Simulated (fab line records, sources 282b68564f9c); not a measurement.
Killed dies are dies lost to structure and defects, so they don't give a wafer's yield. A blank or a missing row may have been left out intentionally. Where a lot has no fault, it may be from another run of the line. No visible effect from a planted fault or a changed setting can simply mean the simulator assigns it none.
Which tool did it? || flow ritCmos || 14 lots with 42 wafers sampled at 5 steps, on a route of 202 steps

## WHAT THE GAUGES SHOWED, per wafer
RIT_ACTIVE_THK_MEAS_04.
{"lot": "L462", "measured": "day 1 14:46", "on": "filmMetro-01", "ACTIVE_NITRIDE_THK (nm)": "150.1 148.9 149.7"}
{"lot": "L464", "measured": "day 1 23:32", "on": "filmMetro-02", "ACTIVE_NITRIDE_THK (nm)": "149.3 149.1 148.1"}
{"lot": "L465", "measured": "day 2 04:32", "on": "filmMetro-04", "ACTIVE_NITRIDE_THK (nm)": "151.0 151.0 149.9"}
{"lot": "L467", "measured": "day 2 14:58", "on": "filmMetro-04", "ACTIVE_NITRIDE_THK (nm)": "150.3 150.5 151.0"}
{"lot": "L472", "measured": "day 3 15:43", "on": "filmMetro-01", "ACTIVE_NITRIDE_THK (nm)": "152.0 152.5 152.2"}
{"lot": "L473", "measured": "day 3 20:32", "on": "filmMetro-01", "ACTIVE_NITRIDE_THK (nm)": "153.3 151.4 152.0"}
{"lot": "L474", "measured": "day 4 01:46", "on": "filmMetro-04", "ACTIVE_NITRIDE_THK (nm)": "150.7 152.4 151.4"}
{"lot": "L475", "measured": "day 4 09:28", "on": "filmMetro-02", "ACTIVE_NITRIDE_THK (nm)": "151.6 150.8 152.2"}
{"lot": "L476", "measured": "day 4 11:33", "on": "filmMetro-04", "ACTIVE_NITRIDE_THK (nm)": "151.5 151.5 151.5"}
{"lot": "L477", "measured": "day 4 18:56", "on": "filmMetro-04", "ACTIVE_NITRIDE_THK (nm)": "152.0 152.1 152.1"}
{"lot": "L478", "measured": "day 4 22:42", "on": "filmMetro-02", "ACTIVE_NITRIDE_THK (nm)": "150.3 150.9 149.9"}
{"lot": "L480", "measured": "day 5 07:55", "on": "filmMetro-04", "ACTIVE_NITRIDE_THK (nm)": "149.9 150.5 148.6"}
{"lot": "L481", "measured": "day 5 12:32", "on": "filmMetro-04", "ACTIVE_NITRIDE_THK (nm)": "150.8 149.7 150.3"}
{"lot": "L483", "measured": "day 6 00:14", "on": "filmMetro-02", "ACTIVE_NITRIDE_THK (nm)": "150.2 149.4 150.6"}

RIT_PSD_OVL_MEAS_06.
{"lot": "L462", "measured": "day 3 01:08", "on": "overlay-01", "PSD_OVL (nm)": "0.6 -0.9 0.7"}
{"lot": "L464", "measured": "day 3 16:44", "on": "overlay-01", "PSD_OVL (nm)": "1.0 2.1 -0.5"}
{"lot": "L465", "measured": "day 3 22:32", "on": "overlay-02", "PSD_OVL (nm)": "-0.9 -0.1 -1.0"}
{"lot": "L467", "measured": "day 4 05:47", "on": "overlay-02", "PSD_OVL (nm)": "-1.5 -0.8 -0.7"}
{"lot": "L472", "measured": "day 5 08:14", "on": "overlay-01", "PSD_OVL (nm)": "2.4 1.3 1.3"}
{"lot": "L473", "measured": "day 5 12:38", "on": "overlay-02", "PSD_OVL (nm)": "0.4 -2.3 -1.0"}
{"lot": "L474", "measured": "day 5 18:31", "on": "overlay-01", "PSD_OVL (nm)": "0.1 0.0 -0.8"}
{"lot": "L475", "measured": "day 5 22:28", "on": "overlay-02", "PSD_OVL (nm)": "0.5 -0.3 -1.1"}
{"lot": "L476", "measured": "day 6 04:32", "on": "overlay-01", "PSD_OVL (nm)": "2.3 1.0 2.7"}
{"lot": "L477", "measured": "day 6 09:42", "on": "overlay-02", "PSD_OVL (nm)": "-0.4 0.0 -0.6"}
{"lot": "L478", "measured": "day 6 16:10", "on": "overlay-01", "PSD_OVL (nm)": "0.4 1.4 -0.2"}
{"lot": "L480", "measured": "day 6 19:56", "on": "overlay-01", "PSD_OVL (nm)": "0.4 3.1 0.2"}
{"lot": "L481", "measured": "day 7 05:37", "on": "overlay-01", "PSD_OVL (nm)": "2.0 0.6 2.3"}
{"lot": "L483", "measured": "day 7 11:16", "on": "overlay-02", "PSD_OVL (nm)": "0.5 2.1 -1.4"}

RIT_M1_CD_MEAS_09 targets a cd of 2600 nm.
{"lot": "L462", "measured": "day 3 06:44", "on": "cdSem-02", "cdNm (nm)": "2599.9 2600.7 2600.7"}
{"lot": "L464", "measured": "day 3 22:35", "on": "cdSem-01", "cdNm (nm)": "2599.4 2600.0 2597.7"}
{"lot": "L465", "measured": "day 4 04:37", "on": "cdSem-01", "cdNm (nm)": "2598.4 2598.8 2599.1"}
{"lot": "L467", "measured": "day 4 11:23", "on": "cdSem-01", "cdNm (nm)": "2601.4 2599.7 2601.5"}
{"lot": "L472", "measured": "day 5 13:56", "on": "cdSem-02", "cdNm (nm)": "- - -"}
{"lot": "L473", "measured": "day 5 18:29", "on": "cdSem-02", "cdNm (nm)": "- - -"}
{"lot": "L474", "measured": "day 6 00:07", "on": "cdSem-01", "cdNm (nm)": "2604.1 2600.9 2604.4"}
{"lot": "L475", "measured": "day 6 04:20", "on": "cdSem-02", "cdNm (nm)": "2597.9 2597.1 2601.4"}
{"lot": "L476", "measured": "day 6 10:18", "on": "cdSem-01", "cdNm (nm)": "2600.6 2600.8 2601.1"}
{"lot": "L477", "measured": "day 6 15:35", "on": "cdSem-01", "cdNm (nm)": "2599.5 2600.9 2604.9"}
{"lot": "L478", "measured": "day 6 21:46", "on": "cdSem-02", "cdNm (nm)": "2601.0 2601.1 2598.9"}
{"lot": "L480", "measured": "day 7 01:43", "on": "cdSem-01", "cdNm (nm)": "2602.0 2602.4 2603.0"}
{"lot": "L481", "measured": "day 7 11:41", "on": "cdSem-01", "cdNm (nm)": "2604.1 2603.2 2602.5"}
{"lot": "L483", "measured": "day 7 17:13", "on": "cdSem-02", "cdNm (nm)": "2600.7 2600.3 2603.9"}

RIT_M1_OVL_MEAS_10.
{"lot": "L462", "measured": "day 3 06:50", "on": "overlay-01", "M1_OVL (nm)": "-1.4 -0.1 -0.2"}
{"lot": "L464", "measured": "day 3 22:41", "on": "overlay-02", "M1_OVL (nm)": "-2.1 -1.6 -2.3"}
{"lot": "L465", "measured": "day 4 04:43", "on": "overlay-01", "M1_OVL (nm)": "0.0 -0.8 -1.8"}
{"lot": "L467", "measured": "day 4 11:29", "on": "overlay-02", "M1_OVL (nm)": "-1.5 1.4 1.2"}
{"lot": "L472", "measured": "day 5 14:03", "on": "overlay-01", "M1_OVL (nm)": "- - -"}
{"lot": "L473", "measured": "day 5 18:36", "on": "overlay-02", "M1_OVL (nm)": "- - -"}
{"lot": "L474", "measured": "day 6 00:13", "on": "overlay-02", "M1_OVL (nm)": "-2.0 -1.4 -1.2"}
{"lot": "L475", "measured": "day 6 04:27", "on": "overlay-02", "M1_OVL (nm)": "2.5 1.7 2.3"}
{"lot": "L476", "measured": "day 6 10:23", "on": "overlay-01", "M1_OVL (nm)": "2.6 0.4 2.1"}
{"lot": "L477", "measured": "day 6 15:40", "on": "overlay-01", "M1_OVL (nm)": "1.1 0.9 -0.6"}
{"lot": "L478", "measured": "day 6 21:53", "on": "overlay-02", "M1_OVL (nm)": "0.0 0.3 -0.8"}
{"lot": "L480", "measured": "day 7 01:50", "on": "overlay-01", "M1_OVL (nm)": "3.8 2.0 2.4"}
{"lot": "L481", "measured": "day 7 11:49", "on": "overlay-01", "M1_OVL (nm)": "-0.5 -0.6 -0.6"}
{"lot": "L483", "measured": "day 7 17:19", "on": "overlay-02", "M1_OVL (nm)": "-2.9 -1.1 -1.4"}

## WHAT TOOL EACH LOT RAN ON (gives the tool, then ch and the chambers of the sampled wafers, and finally the start)
{"lot": "L462", "RIT_M1_DEVELOP_08": "lithoTrack-02 ch 0, day 3 06:00"}
{"lot": "L464", "RIT_M1_DEVELOP_08": "lithoTrack-03 ch 0, day 3 22:00"}
{"lot": "L465", "RIT_M1_DEVELOP_08": "lithoTrack-04 ch 0, day 4 04:00"}
{"lot": "L467", "RIT_M1_DEVELOP_08": "lithoTrack-03 ch 0, day 4 11:00"}
{"lot": "L472", "RIT_M1_DEVELOP_08": "lithoTrack-04 ch 0, day 5 13:00"}
{"lot": "L473", "RIT_M1_DEVELOP_08": "lithoTrack-04 ch 0, day 5 18:00"}
{"lot": "L474", "RIT_M1_DEVELOP_08": "lithoTrack-02 ch 0, day 5 23:00"}
{"lot": "L475", "RIT_M1_DEVELOP_08": "lithoTrack-03 ch 0, day 6 04:00"}
{"lot": "L476", "RIT_M1_DEVELOP_08": "lithoTrack-03 ch 0, day 6 10:00"}
{"lot": "L477", "RIT_M1_DEVELOP_08": "lithoTrack-02 ch 0, day 6 15:00"}
{"lot": "L478", "RIT_M1_DEVELOP_08": "lithoTrack-03 ch 0, day 6 21:00"}
{"lot": "L480", "RIT_M1_DEVELOP_08": "lithoTrack-03 ch 0, day 7 01:00"}
{"lot": "L481", "RIT_M1_DEVELOP_08": "lithoTrack-03 ch 0, day 7 11:00"}
{"lot": "L483", "RIT_M1_DEVELOP_08": "lithoTrack-03 ch 0, day 7 17:00"}
- RIT_M1_DEVELOP_08: develop time 68 s.

## WHAT THE TOOLS THEMSELVES READ (means of the sampled wafers that have a number; where no wafer has one, the mark that the record gives instead)
The record holds no such reading with a usual standard deviation.

## THE ANSWER, worked out from the rows above alone
Rule: the usual values come from the lots themselves. Put in order of their means at a reading, lots are off if they are a third of the lots or fewer, leave a main group of 4 or more, and stand apart from it by a gap of 3 or more times the standard deviation of the main group's means; of several such gaps the widest counts. If all means in a main group match to the digits the tables above print for the reading, that group is not used. A lot without any number at a reading at which 4 lots or more have one is off too. All remaining lots with rows at the step are treated as sound. The gauges are gone through in route order, then the tools' own readings, and for those a lot's mean is taken as printed above. At the first step where some lot is off, the reading lying furthest off is the one used; lots without a number count as furthest.
Off: L472, L473 (RIT_M1_CD_MEAS_09, cdNm). Without a number there: L472, L473. Mean 2600.9 nm and standard deviation 1.5 in the main group.
A tool fits if, at a process step before that reading, it ran every lot that is off, and no sound lot after the first of them. Not tried: the gauges at RIT_M1_CD_MEAS_09; whatever is off there is also off at RIT_M1_OVL_MEAS_10, on other tools, and gauge error can't account for it. One fits: RIT_M1_DEVELOP_08 on lithoTrack-04. Its last sound lot is L465 (day 4 04:00), its first lot that is off L472 (day 5 13:00): a fault that began between those two fits.

## WHAT THE SIMULATOR HAD PUT IN
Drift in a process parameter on lithoTrack-04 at RIT_M1_DEVELOP_08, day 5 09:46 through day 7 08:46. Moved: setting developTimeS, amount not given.
Struck lots among those shown: L472, L473. The rule above found the same.
